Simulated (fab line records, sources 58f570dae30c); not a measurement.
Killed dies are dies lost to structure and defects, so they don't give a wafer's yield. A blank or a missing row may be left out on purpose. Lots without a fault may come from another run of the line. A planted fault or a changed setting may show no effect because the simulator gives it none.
Which tool did it? | flow berkeley_cmos170 | 15 lots, 45 wafers sampled, at 5 steps of a route of 331

WHAT THE GAUGES READ, wafer by wafer
UCB170_NSD_CD_MEAS_06: target cd 1200 nm.
lot  | measured     | on        | cd_nm (nm)
L519 | day 7 14:43  | cd_sem-02 | 1198.4 1199.3 1199.3
L523 | day 7 23:08  | cd_sem-02 | 1198.9 1198.6 1199.1
L522 | day 7 23:25  | cd_sem-02 | 1199.1 1197.6 1199.9
L526 | day 8 02:32  | cd_sem-01 | 1200.3 1199.7 1199.6
L524 | day 8 02:46  | cd_sem-02 | 1200.4 1199.3 1198.9
L525 | day 8 05:29  | cd_sem-01 | 1199.5 1199.8 1199.1
L527 | day 8 17:20  | cd_sem-02 | 1200.5 1201.7 1200.3
L529 | day 8 17:44  | cd_sem-02 | 1199.7 1200.2 1200.6
L528 | day 8 17:47  | cd_sem-01 | 1199.5 1199.6 1200.5
L530 | day 9 06:23  | cd_sem-01 | 1198.1 1198.8 1198.8
L531 | day 9 23:43  | cd_sem-02 | 1199.2 1199.6 1198.4
L533 | day 10 18:08 | cd_sem-01 | 1198.9 1198.8 1197.6
L536 | day 10 18:24 | cd_sem-02 | 1198.8 1200.4 1200.2
L538 | day 11 13:54 | cd_sem-02 | 1198.8 1198.7 1199.1
L541 | day 12 03:36 | cd_sem-02 | 1199.3 1199.2 1199.5

UCB170_NSD_OVL_MEAS_07.
lot  | measured     | on         | NSD_OVL (nm)
L519 | day 7 14:50  | overlay-02 | -6 -4 -5
L523 | day 7 23:16  | overlay-01 | 8 4 6
L522 | day 7 23:29  | overlay-02 | 7 5 3
L526 | day 8 02:37  | overlay-02 | -8 4 -3
L524 | day 8 02:53  | overlay-02 | -6 -4 -8
L525 | day 8 05:36  | overlay-02 | 7 -1 4
L527 | day 8 17:27  | overlay-01 | -1 0 2
L529 | day 8 17:51  | overlay-01 | 10 -4 2
L528 | day 8 17:54  | overlay-02 | 8 6 1
L530 | day 9 06:29  | overlay-01 | -4 3 4
L531 | day 9 23:49  | overlay-02 | -9 -6 -3
L533 | day 10 18:15 | overlay-01 | -2 -7 -3
L536 | day 10 18:30 | overlay-02 | -3 -6 1
L538 | day 11 14:01 | overlay-02 | -1 1 1
L541 | day 12 03:43 | overlay-01 | -7 -9 -2

UCB170_CONTACT_OVL_MEAS_16.
lot  | measured     | on         | CONTACT_OVL (nm)
L519 | day 7 22:26  | overlay-02 | -1 -2 -2
L523 | day 8 06:15  | overlay-02 | -5 2 4
L522 | day 8 07:26  | overlay-02 | -4 0 -3
L526 | day 8 08:55  | overlay-02 | -1 5 6
L524 | day 8 09:01  | overlay-01 | -7 -1 -2
L525 | day 8 12:57  | overlay-02 | 6 11 1
L527 | day 9 00:05  | overlay-01 | 2 5 0
L529 | day 9 00:26  | overlay-01 | 0 4 -4
L528 | day 9 02:16  | overlay-01 | -3 0 3
L530 | day 9 16:43  | overlay-01 | 0 9 2
L531 | day 10 07:44 | overlay-01 | 8 2 2
L533 | day 11 03:16 | overlay-01 | 263 266 270
L536 | day 11 03:49 | overlay-02 | 266 256 253
L538 | day 11 22:22 | overlay-01 | 265 263 275
L541 | day 12 13:41 | overlay-02 | -6 -7 -3

WHICH TOOL RAN EACH LOT (tool, then ch and the chambers of the sampled wafers, then the start)
lot  | UCB170_PSD_PEB_04                 | UCB170_CONTACT_EXPOSE_12
L519 | litho_track-03 ch 0, day 7 10:10  | krf_scanner-02 ch 0, day 7 21:53
L523 | litho_track-04 ch 0, day 7 19:17  | krf_scanner-02 ch 0, day 8 05:44
L522 | litho_track-01 ch 0, day 7 19:31  | krf_scanner-02 ch 0, day 8 06:58
L526 | litho_track-01 ch 0, day 8 00:28  | krf_scanner-02 ch 0, day 8 08:27
L524 | litho_track-04 ch 0, day 8 00:29  | krf_scanner-02 ch 0, day 8 08:30
L525 | litho_track-01 ch 0, day 8 03:02  | krf_scanner-02 ch 0, day 8 12:26
L527 | litho_track-01 ch 0, day 8 13:25  | krf_scanner-02 ch 0, day 8 23:28
L529 | litho_track-04 ch 0, day 8 13:34  | krf_scanner-02 ch 0, day 8 23:56
L528 | litho_track-03 ch 0, day 8 13:39  | krf_scanner-01 ch 0, day 9 01:28
L530 | litho_track-01 ch 0, day 9 04:34  | krf_scanner-02 ch 0, day 9 15:32
L531 | litho_track-03 ch 0, day 9 21:32  | krf_scanner-01 ch 0, day 10 07:14
L533 | litho_track-01 ch 0, day 10 16:07 | krf_scanner-02 ch 0, day 11 02:23
L536 | litho_track-03 ch 0, day 10 16:17 | krf_scanner-02 ch 0, day 11 02:50
L538 | litho_track-04 ch 0, day 11 09:04 | krf_scanner-02 ch 0, day 11 21:44
L541 | litho_track-04 ch 0, day 12 00:25 | krf_scanner-01 ch 0, day 12 12:43
- UCB170_PSD_PEB_04
- UCB170_CONTACT_EXPOSE_12: exposes mask CONT, target cd 700 nm.

WHAT THE TOOLS THEMSELVES READ (means of the sampled wafers that have a number; where no wafer has one, the mark that the record gives instead)
UCB170_PSD_PEB_04.
lot  | tool           | exhaust_pa (Pa) | plate_sensor_t_centre_C (C) | plate_sensor_t_edge_C (C)
L519 | litho_track-03 | 44.0            | 131.41                      | 131.54
L523 | litho_track-04 | 44.1            | 131.41                      | 131.53
L522 | litho_track-01 | 44.7            | 131.41                      | 131.53
L526 | litho_track-01 | 44.6            | 131.41                      | 131.53
L524 | litho_track-04 | 45.1            | 131.41                      | 131.53
L525 | litho_track-01 | 46.5            | 131.40                      | 131.53
L527 | litho_track-01 | 45.5            | 131.41                      | 131.53
L529 | litho_track-04 | 45.7            | 131.41                      | 131.53
L528 | litho_track-03 | 43.0            | 131.41                      | 131.53
L530 | litho_track-01 | 45.1            | 131.40                      | 131.52
L531 | litho_track-03 | 45.0            | 131.41                      | 131.53
L533 | litho_track-01 | 46.0            | 131.41                      | 131.54
L536 | litho_track-03 | 45.6            | 131.41                      | 131.54
L538 | litho_track-04 | 45.8            | 131.40                      | 131.54
L541 | litho_track-04 | 44.4            | 131.40                      | 131.54

UCB170_CONTACT_EXPOSE_12.
lot  | tool           | exposure_dose_mJ_cm2
L519 | krf_scanner-02 | 34.93
L523 | krf_scanner-02 | 34.99
L522 | krf_scanner-02 | 34.97
L526 | krf_scanner-02 | 34.97
L524 | krf_scanner-02 | 34.90
L525 | krf_scanner-02 | 34.97
L527 | krf_scanner-02 | 34.94
L529 | krf_scanner-02 | 34.96
L528 | krf_scanner-01 | 34.97
L530 | krf_scanner-02 | 34.95
L531 | krf_scanner-01 | 34.96
L533 | krf_scanner-02 | 34.96
L536 | krf_scanner-02 | 34.99
L538 | krf_scanner-02 | 34.92
L541 | krf_scanner-01 | 34.98

THE ANSWER, worked out from the rows above alone
Rule: what is usual is taken from the lots themselves. Put in order of their means at a reading, lots are off if they are a third of the lots or fewer, leave a main group of 4 or more, and stand apart from it by a gap of 3 or more times the standard deviation of the main group's means; of several such gaps the widest counts. A main group whose means are all the same, to the digits that the tables above print for the reading, isn't used. A lot without any number at a reading at which 4 lots or more have one is off too. The other lots that the step has rows for count as sound. The gauges are gone through in route order, then the tools' own readings, and for those a lot's mean is taken as printed above. The first step at which some lot is off is used, and at that step the reading that is off furthest; a lot without a number counts as furthest.
Off: L533, L536, L538, at UCB170_CONTACT_OVL_MEAS_16 (CONTACT_OVL). The main group: mean 1 nm, standard deviation 3.2.
A tool fits if, at a process step before that reading, it ran every lot that is off, and no sound lot after the first of them. The gauges at UCB170_CONTACT_OVL_MEAS_16 aren't tried: what is off there is off at UCB170_PSD_PEB_04 too, on other tools, and a gauge's error can't cause that. One fits: krf_scanner-02 at UCB170_CONTACT_EXPOSE_12. Its last sound lot is L530 (day 9 15:32), its first lot that is off L533 (day 11 02:23): a fault that began between those two fits.

WHAT THE SIMULATOR HAD PUT IN
Scanner matching overlay: krf_scanner-02, from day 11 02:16 on, at UCB170_CONTACT_EXPOSE_12. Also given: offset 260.
Lots struck among those shown: L533, L536, L538. The rule above found the same.
